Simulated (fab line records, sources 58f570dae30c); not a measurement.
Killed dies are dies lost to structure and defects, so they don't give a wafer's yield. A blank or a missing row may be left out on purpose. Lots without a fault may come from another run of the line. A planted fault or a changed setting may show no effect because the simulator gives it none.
Split-lot experiment | flow berkeley_cmos170 | 5 lots, 23 wafers read, on a route of 331 steps

THE SPLIT
At UCB170_ACTIVE_PEB_11, the setting peb_temp_c was moved away from the recipe's 130 C on 6 of the 23 wafers read, by -2.1%. The other wafers ran this setting at the recipe's value.

FROM THE SPLIT TO THE READING: what the file shows between them, 4 steps
- UCB170_ACTIVE_DEVELOP_12: develop time 45 s
- UCB170_ACTIVE_CD_MEAS_13: target cd 1200 nm
- UCB170_ACTIVE_ETCH_15: etches Si3N4 in CH3F/Ar/O2, stops on SiO2, target depth 242 nm, time 151 s
- UCB170_ACTIVE_STRIP_16: strips in O2

THE READING
cd_nm, in nm, at UCB170_ACTIVE_CD_MEAS_90 (target cd 1200 nm). Fault-free wafers of this fab line usually give 1199.6 nm, standard deviation 1.3 nm.

wafer  | tool, chamber at the split | peb_temp_c as run, C | against the recipe | cd_nm, nm | against lot-mates on the recipe
L079.1 | litho_track-02, 0          | 127.3                | -2.1%              | 1220.6    | +21.4
L079.2 | litho_track-02, 0          | 127.3                | -2.1%              | 1219.9    | +20.7
L079.4 | litho_track-02, 0          | 130                  | recipe             | 1201.3    | -
L079.5 | litho_track-02, 0          | 130                  | recipe             | 1197.1    | -
L079.6 | litho_track-02, 0          | 127.3                | -2.1%              | 1218.1    | +18.9
L080.1 | litho_track-03, 0          | 130                  | recipe             | 1202.3    | -
L080.2 | litho_track-03, 0          | 127.3                | -2.1%              | 1222.0    | +20.2
L080.3 | litho_track-03, 0          | 127.3                | -2.1%              | 1220.8    | +19.0
L080.5 | litho_track-03, 0          | 130                  | recipe             | 1201.4    | -
L080.6 | litho_track-03, 0          | 127.3                | -2.1%              | 1221.5    | +19.7
L083.1 | litho_track-03, 0          | 130                  | recipe             | 1197.0    | -
L083.2 | litho_track-03, 0          | 130                  | recipe             | 1197.1    | -
L083.4 | litho_track-03, 0          | 130                  | recipe             | 1198.4    | -
L083.5 | litho_track-03, 0          | 130                  | recipe             | 1197.8    | -
L083.6 | litho_track-03, 0          | 130                  | recipe             | 1197.6    | -
L085.1 | litho_track-04, 0          | 130                  | recipe             | 1201.3    | -
L085.2 | litho_track-04, 0          | 130                  | recipe             | 1200.4    | -
L085.6 | litho_track-04, 0          | 130                  | recipe             | 1201.3    | -
L084.1 | litho_track-04, 0          | 130                  | recipe             | 1198.1    | -
L084.2 | litho_track-04, 0          | 130                  | recipe             | 1199.7    | -
L084.3 | litho_track-04, 0          | 130                  | recipe             | 1196.0    | -
L084.4 | litho_track-04, 0          | 130                  | recipe             | 1198.6    | -
L084.5 | litho_track-04, 0          | 130                  | recipe             | 1196.5    | -

THE FIT
A straight line over all 23 wafers: cd_nm changes by -10.4 nm for each +1% of peb_temp_c; r = -0.98; the points scatter about the line by 1.9 nm.
The same after taking each lot's own level away (the mean of its wafers on the recipe; 23 wafers): -9.61 nm for each +1%; r = -0.99; scatter 1.1 nm.
On that fit, the largest move of peb_temp_c shifts the reading by 20 nm.
The lots' own levels span 1197.58 to 1201.85 nm, that is 3.3 times the standard deviation above.
So the lot-to-lot level changes the slope little: the two slopes agree.
Check: with one of the wafers moved furthest among these (-2.1%) left out of the fit, the line predicts +19.7 nm for it against its lot-mates. It came out at +21.4 nm against them.

OTHER SPLITS ON THESE WAFERS
These wafers also went through other splits before the reading. Each is held against what the fit with the lots' levels taken away leaves over:
other split on the same wafers        | wafers away from the commonest value | r with cd_nm (lot level and that fit taken away)
UCB170_NWELL_CVD_04 pressure_mtorr    | 15                                   | +0.04
UCB170_NWELL_DEVELOP_11 dev_temp_c    | 4                                    | -0.16
UCB170_PWELL_CVD_05 sih2cl2_flow_sccm | 18                                   | +0.09
UCB170_PWELL_IMPLANT_15 energy_kev    | 10                                   | +0.09
UCB170_ACTIVE_COAT_08 resist_thk_nm   | 5                                    | +0.56

THE WHOLE CHAIN: every reading that the file lists as answering this split, in the file's order
step                     | what it does                                                               | reading                                                       | change (the file's fit)              | r (the file's)
UCB170_ACTIVE_CD_MEAS_13 | target cd 1200 nm                                                          | cd_nm                                                         | -9.57 nm for each +1% of the setting | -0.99
UCB170_ACTIVE_ETCH_15    | etches Si3N4 in CH3F/Ar/O2, stops on SiO2, target depth 242 nm, time 151 s | ACTIVE.cd_nm (the simulator's own value, which no gauge read) | -9.6 nm for each +1% of the setting  | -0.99
UCB170_ACTIVE_CD_MEAS_90 | target cd 1200 nm                                                          | cd_nm                                                         | -9.6 nm for each +1% of the setting  | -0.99

THE FILE'S OWN FIT
cd_nm changes by -9.6 nm for each +1% of peb_temp_c, r = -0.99.
